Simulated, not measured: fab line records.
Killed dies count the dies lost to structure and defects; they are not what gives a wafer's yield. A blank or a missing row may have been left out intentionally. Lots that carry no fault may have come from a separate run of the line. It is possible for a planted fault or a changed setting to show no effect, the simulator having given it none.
Chamber matching :: flow berkeley_cmos170 :: 4 sister chambers for UCB170_V1_CMP_02 on cmp-02
The step polishes SiO2. 4 wafers are shown with their chamber, then 7 later ones without.

== EACH WAFER AND ITS CHAMBER ==
wafer: L249.2
chamber: 1
motor_current_A (A): 15.8

wafer: L260.1
chamber: 2
motor_current_A (A): 13.5

wafer: L262.3
chamber: 0
motor_current_A (A): 19.5

wafer: L262.4
chamber: 3
motor_current_A (A): 17.1

== WAFERS WHOSE CHAMBER IS MISSING ==
wafer: L262.6
motor_current_A (A): 19.6

wafer: L261.2
motor_current_A (A): 17.4

wafer: L261.4
motor_current_A (A): 13.8

wafer: L261.5
motor_current_A (A): 16.5

wafer: L265.2
motor_current_A (A): 16.4

wafer: L265.3
motor_current_A (A): 19.2

wafer: L265.4
motor_current_A (A): 13.4

== WHICH CHAMBER EACH WENT THROUGH ==
wafer: L262.6
from the rows above: 0
in truth: 0

wafer: L261.2
from the rows above: 3
in truth: 3

wafer: L261.4
from the rows above: 2
in truth: 2

wafer: L261.5
from the rows above: can't be placed: 3 or 1
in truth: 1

wafer: L265.2
from the rows above: can't be placed: 1 or 3
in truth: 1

wafer: L265.3
from the rows above: 0
in truth: 0

wafer: L265.4
from the rows above: 2
in truth: 2
Correctly placed: 5 of 7. Unplaceable from these rows: 2, with the true chamber sitting among the candidates in 2. Placed wrongly: 0.
How it was worked out, from the rows above alone: a wafer's distance from a chamber is the root of the sum, over the readings, of the square of ((its reading less the chamber's mean) divided by the reading's scatter). If the next closest chamber is less than 2 further off than the closest, the wafer can't be placed; otherwise it belongs to the closest. For every chamber, the mean is computed from those of its wafers that are shown. The scatter (one wafer shown for each chamber): square how far every hidden wafer sits from the nearest shown wafer, average those squares and take the square root.
